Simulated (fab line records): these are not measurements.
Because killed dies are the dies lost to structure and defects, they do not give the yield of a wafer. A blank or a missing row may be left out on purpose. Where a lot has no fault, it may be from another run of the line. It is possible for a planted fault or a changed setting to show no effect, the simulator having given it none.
Which tool was responsible? || flow berkeley-cmos170 || route of 331 steps, sampled at 1 step: 15 lots, 45 wafers

== WHAT THE GAUGES SHOWED, per wafer ==
No reading from a measuring or inspecting step in the record can be judged against a usual standard deviation.

== TOOL THAT RAN EACH LOT (tool first, then ch and the chambers of the sampled wafers, then the start) ==
{"lot": "L610", "UCB170_PSD_EXPOSE_03": "krf-scanner-01 ch 0, day 6 22:56"}
{"lot": "L612", "UCB170_PSD_EXPOSE_03": "krf-scanner-02 ch 0, day 6 23:18"}
{"lot": "L611", "UCB170_PSD_EXPOSE_03": "krf-scanner-01 ch 0, day 6 23:31"}
{"lot": "L614", "UCB170_PSD_EXPOSE_03": "krf-scanner-02 ch 0, day 8 00:40"}
{"lot": "L615", "UCB170_PSD_EXPOSE_03": "krf-scanner-01 ch 0, day 8 00:52"}
{"lot": "L616", "UCB170_PSD_EXPOSE_03": "krf-scanner-01 ch 0, day 8 00:59"}
{"lot": "L619", "UCB170_PSD_EXPOSE_03": "krf-scanner-02 ch 0, day 8 11:46"}
{"lot": "L617", "UCB170_PSD_EXPOSE_03": "krf-scanner-01 ch 0, day 8 12:00"}
{"lot": "L618", "UCB170_PSD_EXPOSE_03": "krf-scanner-02, day 8 12:14"}
{"lot": "L624", "UCB170_PSD_EXPOSE_03": "krf-scanner-02, day 9 10:54"}
{"lot": "L620", "UCB170_PSD_EXPOSE_03": "krf-scanner-01, day 9 11:13"}
{"lot": "L621", "UCB170_PSD_EXPOSE_03": "krf-scanner-01 ch 0, day 9 11:20"}
{"lot": "L630", "UCB170_PSD_EXPOSE_03": "krf-scanner-02 ch 0, day 10 18:38"}
{"lot": "L631", "UCB170_PSD_EXPOSE_03": "krf-scanner-02 ch 0, day 11 05:14"}
{"lot": "L633", "UCB170_PSD_EXPOSE_03": "krf-scanner-01 ch 0, day 11 17:37"}
- UCB170_PSD_EXPOSE_03: exposes mask PSELECT MOD, target cd 1200 nm.

== WHAT THE TOOLS THEMSELVES READ (means of the sampled wafers that have a number; where no wafer has one, the mark that the record gives instead) ==
UCB170_PSD_EXPOSE_03.
{"lot": "L610", "tool": "krf-scanner-01", "exposure-dose-mJ-cm2": 29.96, "focus-offset-nm (nm)": 0.3}
{"lot": "L612", "tool": "krf-scanner-02", "exposure-dose-mJ-cm2": 29.98, "focus-offset-nm (nm)": 0.4}
{"lot": "L611", "tool": "krf-scanner-01", "exposure-dose-mJ-cm2": 29.98, "focus-offset-nm (nm)": -0.5}
{"lot": "L614", "tool": "krf-scanner-02", "exposure-dose-mJ-cm2": 29.97, "focus-offset-nm (nm)": -0.6}
{"lot": "L615", "tool": "krf-scanner-01", "exposure-dose-mJ-cm2": 30.00, "focus-offset-nm (nm)": -0.3}
{"lot": "L616", "tool": "krf-scanner-01", "exposure-dose-mJ-cm2": 29.94, "focus-offset-nm (nm)": 0.6}
{"lot": "L619", "tool": "krf-scanner-02", "exposure-dose-mJ-cm2": 29.97, "focus-offset-nm (nm)": -0.3}
{"lot": "L617", "tool": "krf-scanner-01", "exposure-dose-mJ-cm2": 29.95, "focus-offset-nm (nm)": -0.6}
{"lot": "L618", "tool": "krf-scanner-02", "exposure-dose-mJ-cm2": "-", "focus-offset-nm (nm)": "-"}
{"lot": "L624", "tool": "krf-scanner-02", "exposure-dose-mJ-cm2": "-", "focus-offset-nm (nm)": "-"}
{"lot": "L620", "tool": "krf-scanner-01", "exposure-dose-mJ-cm2": "-", "focus-offset-nm (nm)": "-"}
{"lot": "L621", "tool": "krf-scanner-01", "exposure-dose-mJ-cm2": 29.96, "focus-offset-nm (nm)": 0.3}
{"lot": "L630", "tool": "krf-scanner-02", "exposure-dose-mJ-cm2": 30.00, "focus-offset-nm (nm)": 0.2}
{"lot": "L631", "tool": "krf-scanner-02", "exposure-dose-mJ-cm2": 29.94, "focus-offset-nm (nm)": 0.4}
{"lot": "L633", "tool": "krf-scanner-01", "exposure-dose-mJ-cm2": 29.98, "focus-offset-nm (nm)": 0.7}

== THE ANSWER, worked out from the rows above alone ==
Rule: the usual values come from the lots themselves. Put in order of their means at a reading, lots are off if they are a third of the lots or fewer, leave a main group of 4 or more, and stand apart from it by a gap of 3 or more times the standard deviation of the main group's means; of several such gaps the widest counts. A main group is skipped when, at the precision printed for the reading in the tables above, its means are all equal. A lot without any number at a reading at which 4 lots or more have one is off too. The other lots that the step has rows for count as sound. Order of review: gauges by route order, followed by the tools' own readings, for which a lot's mean as printed above is used. The first step at which some lot is off is used, and at that step the reading that is off furthest; a lot without a number counts as furthest.
Off, at UCB170_PSD_EXPOSE_03 on exposure-dose-mJ-cm2: L618, L624, L620. Without a number there: L618, L624, L620. The main group has a mean of 29.97 with a standard deviation of 0.019.
A tool fits if, at that step or a process step before it, it ran every lot that is off, and no sound lot after the first of them. Of those tried, none fits.

== WHAT WAS PUT IN BY THE SIMULATOR ==
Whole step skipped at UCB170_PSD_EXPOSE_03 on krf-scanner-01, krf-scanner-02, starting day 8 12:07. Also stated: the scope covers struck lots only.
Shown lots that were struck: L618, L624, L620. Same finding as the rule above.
